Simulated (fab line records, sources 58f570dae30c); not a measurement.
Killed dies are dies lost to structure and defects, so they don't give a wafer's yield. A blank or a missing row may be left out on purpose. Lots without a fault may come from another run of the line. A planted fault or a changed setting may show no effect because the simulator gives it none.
One fault seen from 2 desks | flow berkeley_cmos170 | each desk has only its own numbers; what lay behind them comes last

THE METROLOGY DESK
What the gauges read, lot by lot, whatever tool the lot ran on: means of the sampled wafers that have a number. A lot is out of limits, marked OUT, if its mean lies more than 4 standard deviations from the usual mean; the brackets give that distance.
Columns: A = PSD_RS at UCB170_SDANNEAL_RS_MEAS_02, usual 75.54 ohm/sq; B = NSD_RS at UCB170_SDANNEAL_RS_MEAS_03, usual 37.24 ohm/sq; C = PLDD_RS at UCB170_SDANNEAL_RS_MEAS_04, usual 1032.9 ohm/sq; D = NLDD_RS at UCB170_SDANNEAL_RS_MEAS_05, usual 616.9 ohm/sq; E = SILICIDE_TI_RS at UCB170_SILICIDE_RS_MEAS_02, usual 26.2 ohm/sq; F = SILICIDE_TI_THK at UCB170_SILICIDE_THK_MEAS_03, usual 30.4 nm
lot  | first seen here | A     | B     | C      | D     | E    | F
L513 | day 7 01:59     | 75.26 | 37.21 | 1029.2 | 614.8 | 25.8 | 30.9
L519 | day 8 02:05     | 75.34 | 37.28 | 1030.4 | 616.2 | 26.3 | 30.3
L521 | day 8 06:15     | 75.96 | 37.21 | 1031.0 | 614.3 | 25.8 | 30.7
L522 | day 8 18:56     | 75.54 | 37.09 | 1034.6 | 615.1 | 26.4 | 30.2
L526 | day 9 22:59     | 76.14 | 37.38 | 1038.9 | 617.9 | 26.8 | 29.8
L531 | day 10 01:19    | 75.75 | 37.28 | 1034.8 | 616.7 | 26.7 | 29.8
L535 | day 11 09:59    | 75.46 | 37.30 | 1035.3 | 616.5 | 26.2 | 30.5
This desk's finding: nothing out of limits on any of the 7 lots.

THE TOOL OWNER'S DESK: rtp_anneal-01
The tool's own readings at UCB170_SILICIDE_RTA_04 (time 15 s): means of the sampled wafers that have a number, for each lot that ran on this tool. A lot is out of limits, marked OUT, if its mean lies more than 4 standard deviations from the usual mean; the brackets give that distance.
Columns: A = chamber_o2_ppm at UCB170_SILICIDE_RTA_04, usual 2.002; B = lamp_power_pct at UCB170_SILICIDE_RTA_04, usual 10.4 %; C = wafer_temp_C_max at UCB170_SILICIDE_RTA_04, usual 653.1
lot  | first seen here | A                         | B    | C
L513 | day 7 02:44     | 1.985                     | 10.1 | 652.9
L519 | day 8 02:50     | 302.010 (+99 or more) OUT | 10.1 | 652.7
L521 | day 8 07:01     | 301.980 (+99 or more) OUT | 10.1 | 652.5
L522 | day 8 19:41     | 301.990 (+99 or more) OUT | 10.1 | 652.7
L535 | day 11 10:44    | 2.020                     | 10.1 | 652.7
This desk's finding: out of limits on L519, L521, L522; first on L519, day 8 02:50 (chamber_o2_ppm at UCB170_SILICIDE_RTA_04). In limits: L513, L535.

PUT TOGETHER
The tool owner's desk could have raised an alarm at day 8 02:50, on L519, L521, L522.
The metrology desk saw nothing out of limits.
The metrology desk has L519, L521, L522 on record, within its limits.
Of the lots named, all ran UCB170_SILICIDE_RTA_04 on rtp_anneal-01.

WHAT THE SIMULATOR HAD PUT IN
Process parameter drift: rtp_anneal-01, from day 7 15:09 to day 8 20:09, at UCB170_SILICIDE_RTA_04. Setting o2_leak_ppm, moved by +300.
Lots struck among those shown: L519, L521, L522.
Hours from the fault's start to each desk's first reading out of limits: the tool owner's desk, 12.
